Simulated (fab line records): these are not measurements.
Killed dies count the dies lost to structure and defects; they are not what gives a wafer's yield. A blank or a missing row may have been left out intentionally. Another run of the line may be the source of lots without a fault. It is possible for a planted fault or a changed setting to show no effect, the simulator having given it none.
What tool caused it? / flow rit_cmos / Sampling: 7 lots, 21 wafers, 2 of 202 route steps

WHAT THE GAUGES READ, wafer by wafer
RIT_PLDD_TW_MEAS_10.
lot=L630; measured=day 3 16:14; on=film_metro-04; PLDD_TW=2327 2308 2310
lot=L632; measured=day 4 01:32; on=film_metro-04; PLDD_TW=2318 2319 2306
lot=L635; measured=day 4 17:25; on=film_metro-01; PLDD_TW=30 31 31
lot=L639; measured=day 5 13:46; on=film_metro-04; PLDD_TW=2321 2324 2308
lot=L642; measured=day 6 10:01; on=film_metro-04; PLDD_TW=2330 2329 2317
lot=L647; measured=day 7 12:47; on=film_metro-03; PLDD_TW=2362 2365 2365
lot=L649; measured=day 8 01:06; on=film_metro-01; PLDD_TW=2371 2356 2364

TOOL THAT RAN EACH LOT (tool first, then ch and the chambers of the sampled wafers, then the start)
lot=L630; RIT_NLDD_STRIP_09=plasma_asher-03 ch 0, day 3 14:35
lot=L632; RIT_NLDD_STRIP_09=plasma_asher-01 ch 1, day 3 23:52
lot=L635; RIT_NLDD_STRIP_09=plasma_asher-01 ch 0, day 4 15:49
lot=L639; RIT_NLDD_STRIP_09=plasma_asher-03 ch 0,1, day 5 12:10
lot=L642; RIT_NLDD_STRIP_09=plasma_asher-03 ch 0,1, day 6 08:25
lot=L647; RIT_NLDD_STRIP_09=plasma_asher-03 ch 0,1, day 7 11:06
lot=L649; RIT_NLDD_STRIP_09=plasma_asher-02 ch 0,1, day 7 23:28
- RIT_NLDD_STRIP_09: strips in O2, time 180 s.

THE ANSWER, worked out from the rows above alone
Rule: what is usual is taken from the lots themselves. The widest of any qualifying gaps counts: lots, ordered by their means at a reading, are off when they make up no more than a third of the lots, leave a main group of 4 or more, and stand apart from it by 3 or more times the standard deviation of that group's means. The tables above print the reading to a certain number of digits; a main group whose means all agree to those digits is not used. Also off: a lot with no number at a reading for which 4 or more lots have one. All remaining lots with rows at the step are treated as sound.
Off: L635, at RIT_PLDD_TW_MEAS_10 (PLDD_TW). For the main group the mean is 2333 and the standard deviation 22.
If a tool, at a process step before that reading, ran all the lots that are off and no sound lot after the first of them, it fits. Those tools and the gauges at RIT_PLDD_TW_MEAS_10 are tried in the same way. One fits: plasma_asher-01 at RIT_NLDD_STRIP_09. A fault onset in the window from L632 (day 3 23:52, its last sound lot) to L635 (day 4 15:49, its first lot off) fits.

WHAT HAD BEEN PUT IN BY THE SIMULATOR
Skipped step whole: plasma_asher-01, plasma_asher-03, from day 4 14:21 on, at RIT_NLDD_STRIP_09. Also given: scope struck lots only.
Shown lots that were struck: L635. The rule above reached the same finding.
